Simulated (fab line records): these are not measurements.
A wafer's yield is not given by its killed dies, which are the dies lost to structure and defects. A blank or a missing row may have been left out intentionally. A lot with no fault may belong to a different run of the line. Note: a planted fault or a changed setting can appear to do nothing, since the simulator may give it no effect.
Comparing a struck lot with a sound one    flow rit_cmos    21 steps out of a route of 202
Sound: the wafers L650.4, L650.5, L650.6. The struck wafers were L664.1, L664.3, L664.5. The cause is given at the end.
Each step with rows lists, per side, the tool, then ch with its chambers, then its first start. Under that, the readings that differ: sound wafers    struck wafers    difference of the means    sigmas: that difference in standard deviations of wafers without a fault.
alike: a reading whose means differ by less than 2 such deviations, as well as words and numbers matching on both sides. not compared: withheld readings; readings where some wafer has no value; bounds like >300 that might hide an equal value; numbers whose values overlap and for which the record gives no deviation.
The two part at a step that has a row with sigmas, a row that says differs or no value, or rows on one side only. Numbers that don't overlap but have no deviation are shown without sigmas and don't part them. Lack of a reading on every wafer of one side parts them only where that side has two or more wafers.

first, 6 steps without rows for these wafers: RIT_NRETRO_HMDS_00 (prime time 60 s); RIT_NRETRO_COAT_01 (resist thk 1300 nm); RIT_NRETRO_SOFTBAKE_02 (time 60 s); RIT_NRETRO_EXPOSE_03 (exposes mask M4, target cd 43900 nm); RIT_NRETRO_PEB_04; RIT_NRETRO_DEVELOP_05 (develop time 68 s).
RIT_NRETRO_OVL_MEAS_06:
  sound on overlay-02 at day 3 03:10; struck on overlay-01 at day 6 01:47
  alike: NRETRO_OVL
then, 2 steps without rows for these wafers: RIT_NRETRO_HARDBAKE_07 (time 120 s); RIT_NRETRO_IMPLANT_08.
RIT_NRETRO_STRIP_09: strips in O2, time 180 s.
  sound on plasma_asher-02 ch 0,1, day 3 03:39; struck on plasma_asher-03 ch 0,1, day 6 02:13
  alike: chamber_pressure_mTorr, drypump_motor_current_A
  not compared: rf_hours_counter_h
RIT_NRETRO_TW_MEAS_10:
  sound on film_metro-01 at day 3 03:55; struck on film_metro-01 at day 6 02:23
  alike: NRETRO_TW
then, 1 step without rows for these wafers: RIT_PRETRO_HMDS_00 (prime time 60 s).
RIT_PRETRO_COAT_01: resist thk 1300 nm.
  sound on litho_track-01 ch 0, day 3 04:10; struck on litho_track-01 ch 0, day 6 02:36
reading                                      sound                 struck                difference  sigmas
spin_speed_rpm (rpm)                         1998.2 1998.9 1999.4  1816.9 1818.7 1819.2  -180.6      -99 or more
model.NOVOLAK_of_PRETRO_COAT_01.thk_nm (nm)  1303 1307 1300        1368 1366 1366        +63         
  alike: exhaust_pa
then, 4 steps without rows for these wafers: RIT_PRETRO_SOFTBAKE_02 (time 60 s); RIT_PRETRO_EXPOSE_03 (exposes mask M5, target cd 43700 nm); RIT_PRETRO_PEB_04; RIT_PRETRO_DEVELOP_05 (develop time 68 s).
RIT_PRETRO_OVL_MEAS_06:
  sound on overlay-01 at day 3 04:50; struck on overlay-02 at day 6 03:28
  alike: PRETRO_OVL
RIT_PRETRO_HARDBAKE_07: time 120 s.
  sound on litho_track-03 ch 0, day 3 04:59; struck on litho_track-01 ch 0, day 6 03:30
reading                                      sound           struck          difference  sigmas
model.NOVOLAK_of_PRETRO_COAT_01.thk_nm (nm)  1140 1143 1137  1195 1194 1194  +54         
  alike: exhaust_pa
after that, 1 step had no rows for these wafers: RIT_PRETRO_IMPLANT_08.
RIT_M1_PROBE_99:
  sound on prober-02 at day 4 08:08; struck on prober-02 at day 7 08:20
reading             sound  struck  difference  sigmas
killed_at_contacts  1 1 1  0 0 0   -1          -3
  alike: killed_at_front_end, killed_dies, killed_open, killed_short

WHERE THEY PART
Earliest at RIT_PRETRO_COAT_01; latest, in this record, at RIT_M1_PROBE_99.

WHY: what the simulator had put in
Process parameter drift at RIT_PRETRO_COAT_01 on litho_track-01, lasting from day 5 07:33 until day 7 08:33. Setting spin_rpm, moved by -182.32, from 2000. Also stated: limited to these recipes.
